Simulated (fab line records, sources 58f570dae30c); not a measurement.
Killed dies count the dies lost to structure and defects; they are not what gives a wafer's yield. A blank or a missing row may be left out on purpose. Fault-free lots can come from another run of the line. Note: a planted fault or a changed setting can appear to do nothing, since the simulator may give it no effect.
One fault through the eyes of 2 desks + flow berkeley cmos170 + only its own numbers are on each desk; what lay behind them is given at the end

== TOOL OWNER'S DESK, pvd sputter-02 ==
The tool's own readings at UCB170_M3_SPUTTER_01 (material Al, target thk 900 nm, time 120 s): means of the sampled wafers that have a number, for each lot that ran on this tool. Marked OUT: a lot whose mean sits more than 4 standard deviations from the usual mean, which makes it out of limits; the brackets give that distance.
Columns: A = cathode dc power W at UCB170_M3_SPUTTER_01, usual 6000.0 W; B = throttle valve pct at UCB170_M3_SPUTTER_01, usual 30.1 %
| lot  | first seen here | A                        | B    |
|------|-----------------|--------------------------|------|
| L826 | day 8 12:47     | 5999.5                   | 29.8 |
| L828 | day 8 20:56     | 6000.9                   | 29.9 |
| L836 | day 10 16:14    | 6819.6 (+99 or more) OUT | 30.0 |
| L832 | day 10 17:52    | 6818.4 (+99 or more) OUT | 30.5 |
| L849 | day 13 08:42    | 5999.8                   | 30.3 |
| L847 | day 13 11:35    | 5999.9                   | 30.4 |
Finding of this desk: L832, L836 out of limits; the first was L836 at day 10 16:14, on cathode dc power W at UCB170_M3_SPUTTER_01. Within limits: L826, L828, L849, L847.

== METROLOGY DESK ==
What the gauges read for every lot (on any tool): the sampled wafers with a number, averaged. Marked OUT: a lot whose mean sits more than 4 standard deviations from the usual mean, which makes it out of limits; the brackets give that distance.
Columns: A = M3_AL_RS at UCB170_M3_RS_MEAS_02, usual 0.0322 ohm/sq; B = M3_AL_THK at UCB170_M3_THK_MEAS_03, usual 902 nm
| lot  | first seen here | A                 | B               |
|------|-----------------|-------------------|-----------------|
| L826 | day 8 12:54     | 0.0323            | 900             |
| L828 | day 8 21:01     | 0.0323            | 896             |
| L827 | day 8 21:17     | 0.0327            | 889             |
| L834 | day 10 14:51    | 0.0322            | 905             |
| L836 | day 10 16:20    | 0.0288 (-7.8) OUT | 1030 (+9.9) OUT |
| L832 | day 10 17:59    | 0.0292 (-6.9) OUT | 1015 (+8.7) OUT |
| L839 | day 11 19:53    | 0.0323            | 896             |
| L840 | day 11 20:12    | 0.0323            | 900             |
| L843 | day 12 06:18    | 0.0319            | 908             |
| L842 | day 12 07:43    | 0.0318            | 910             |
| L849 | day 13 08:47    | 0.0318            | 912             |
| L846 | day 13 10:04    | 0.0327            | 889             |
| L847 | day 13 11:40    | 0.0321            | 906             |
This desk's finding: out of limits on L832, L836; first on L836, day 10 16:20 (M3_AL_RS at UCB170_M3_RS_MEAS_02). Within limits: L826, L828, L827, L834, L839, L840, L843, L842, L849, L846, L847.

== PUT TOGETHER ==
The tool owner's desk had the chance to raise an alarm at day 10 16:14 on L832, L836.
At day 10 16:20 the metrology desk could have sounded an alarm, on L832, L836.
UCB170_M3_SPUTTER_01 was run on pvd sputter-02 by each of the lots named.

== WHAT HAD BEEN PUT IN BY THE SIMULATOR ==
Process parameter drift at UCB170_M3_SPUTTER_01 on pvd sputter-02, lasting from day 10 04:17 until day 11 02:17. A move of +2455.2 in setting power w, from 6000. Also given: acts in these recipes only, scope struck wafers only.
Struck lots among those shown: L832, L836.
Fault start to first reading out of limits, in hours, per desk: tool owner, 12; metrology, 12.
